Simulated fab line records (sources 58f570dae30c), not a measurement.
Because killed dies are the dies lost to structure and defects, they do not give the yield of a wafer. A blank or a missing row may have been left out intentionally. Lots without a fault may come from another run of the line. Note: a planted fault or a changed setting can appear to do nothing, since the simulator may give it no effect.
Code-filled problem report in 8D (eight disciplines) form | flow berkeley_cmos170 | the parts of the form that need people (team, actions taken, sign-off) are left out

== 1. THE PROBLEM ==
Mean of rf_fwd_power_W at UCB170_CONTACT_ETCH_18: 1187.6 W across 5 wafers in 3 lots; on wafers with no fault it is 697.7 W (standard deviation 2.2). So: +99 or more standard deviations from the usual mean.
The step: etches PSG in CHF3/CF4/Ar, stops on TiSi2, target depth 840 nm, time 195 s.
First seen on wafer L415.3, day 10 11:00, on rie_diel-01. The record has a number at this step for 45 wafers belonging to 15 lots. By rule, "out" or "out of limits" means more than 4 standard deviations away from the usual mean. All remaining wafers that have a number are taken as sound.

== 2. WHAT IT IS, AND WHAT IT ISN'T ==
question                    | is                                     | is not
which readings at this step | rf_fwd_power_W                         | cf4_flow_sccm, drypump_motor_current_A, oes_product_au, throttle_valve_pct
which lots                  | L415, L419, L421                       | L408, L409, L410, L412, L413, L416, L417, L420, L425, L428, L430, L431
which wafers of those lots  | L415.3, L415.6, L419.2, L419.6, L421.1 | L415.5, L419.1, L421.3, L421.4
read on which tools         | rie_diel-01                            | rie_diel-02, rie_diel-03
when                        | from day 10 11:00                      | up to then (19 sound wafers); but 21 sound wafers of L417, L419, L420, L421, L425, L428, L430, L431 came after

== 3. SUSPECTS, AND WHAT RULES EACH OUT ==
Counting: if a tool at a process step up to the reading ran every lot that is out, it stays a suspect. Sound lots after the first of them don't rule it out here, since some wafers of a struck lot are sound.
- rie_diel-01 at UCB170_CONTACT_ETCH_18 (etches PSG in CHF3/CF4/Ar, stops on TiSi2, target depth 840 nm, time 195 s): kept. Every lot that is out went through it, the first being L415 (day 10 11:00); the last sound lot it ran before that was L413 (day 9 04:00). Its own readings are out on those wafers: rf_fwd_power_W.
- In rie_diel-01 at UCB170_CONTACT_ETCH_18, the wafers that are out were processed in chamber 2 and their sound lot-mates in chambers 1, 3.
The count leaves rie_diel-01 at UCB170_CONTACT_ETCH_18.

== 4. THE CAUSE (what the simulator had put in) ==
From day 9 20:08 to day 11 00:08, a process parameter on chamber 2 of rie_diel-01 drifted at UCB170_CONTACT_ETCH_18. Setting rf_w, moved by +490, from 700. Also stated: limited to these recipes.
The count eliminated every tool but this one.

== 5. SEQUENCE OF EFFECTS, ordered by route ==
One row per reading whose mean, taken over the struck wafers that have a number, lies over 3 standard deviations from the usual. Scope: only readings with a usual standard deviation given in the record; hours: median across lots of the time from each lot's start at the first step in this table that gives one to its start at this step; sigmas: change in usual standard deviations.
hours | step                   | reading        | usual   | on struck wafers | change | sigmas
0     | UCB170_CONTACT_ETCH_18 | rf_fwd_power_W | 697.7 W | 1187.6           | +489.9 | +99 or more
The process steps in it:
- UCB170_CONTACT_ETCH_18: etches PSG in CHF3/CF4/Ar, stops on TiSi2, target depth 840 nm, time 195 s.
Later steps that measure or inspect, where all struck wafers having a row at the step show a number for every such reading and not one has moved that far: UCB170_CONTACT_CD_MEAS_90, UCB170_M1_RS_MEAS_01, UCB170_V2_BOW_MEAS_03.

== 6. WHAT WOULD HAVE CAUGHT IT SOONER ==
15 hours passed between the start of the fault at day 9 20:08 and the first reading out of limits in this record, taken at day 10 11:00.
